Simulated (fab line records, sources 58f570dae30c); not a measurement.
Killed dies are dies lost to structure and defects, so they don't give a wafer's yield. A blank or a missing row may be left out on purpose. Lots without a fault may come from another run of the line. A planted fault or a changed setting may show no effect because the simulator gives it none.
Chamber matching | flow berkeley_cmos170 | UCB170_M3_ETCH_17 on rie_diel-02: 4 sister chambers
The step etches BARC in N2/H2. 4 wafers are shown with their chamber, then 7 later ones without.

WAFERS WITH THEIR CHAMBER
wafer  | chamber | throttle_valve_pct (%)
L583.5 | 3       | 13.29
L589.6 | 1       | 13.31
L591.1 | 0       | 13.29
L591.3 | 2       | 13.44

WAFERS WITHOUT THEIR CHAMBER
wafer  | throttle_valve_pct (%)
L591.6 | 13.27
L594.1 | 13.31
L594.5 | 13.30
L594.6 | 13.45
L597.1 | 13.44
L597.3 | 13.28
L597.5 | 13.27

WHICH CHAMBER EACH WENT THROUGH
wafer  | from the rows above          | in truth
L591.6 | can't be placed: 0 or 3 or 1 | 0
L594.1 | can't be placed: 1 or 0 or 3 | 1
L594.5 | can't be placed: 1 or 0 or 3 | 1
L594.6 | 2                            | 2
L597.1 | 2                            | 2
L597.3 | can't be placed: 0 or 3 or 1 | 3
L597.5 | can't be placed: 0 or 3 or 1 | 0
Placed correctly: 2 of 7. Can't be placed from these rows: 5 (the true chamber is among the candidates in 5). Placed wrongly: 0.
How it was worked out, from the rows above alone: a wafer's distance from a chamber is the root of the sum, over the readings, of the square of ((its reading less the chamber's mean) divided by the reading's scatter). The wafer belongs to the nearest chamber; if the next one is less than 2 further off, it can't be placed. A chamber's mean is the mean of its shown wafers. The scatter: with one shown wafer a chamber, the root of the mean of the squares of how far each hidden wafer lies from its nearest shown one.
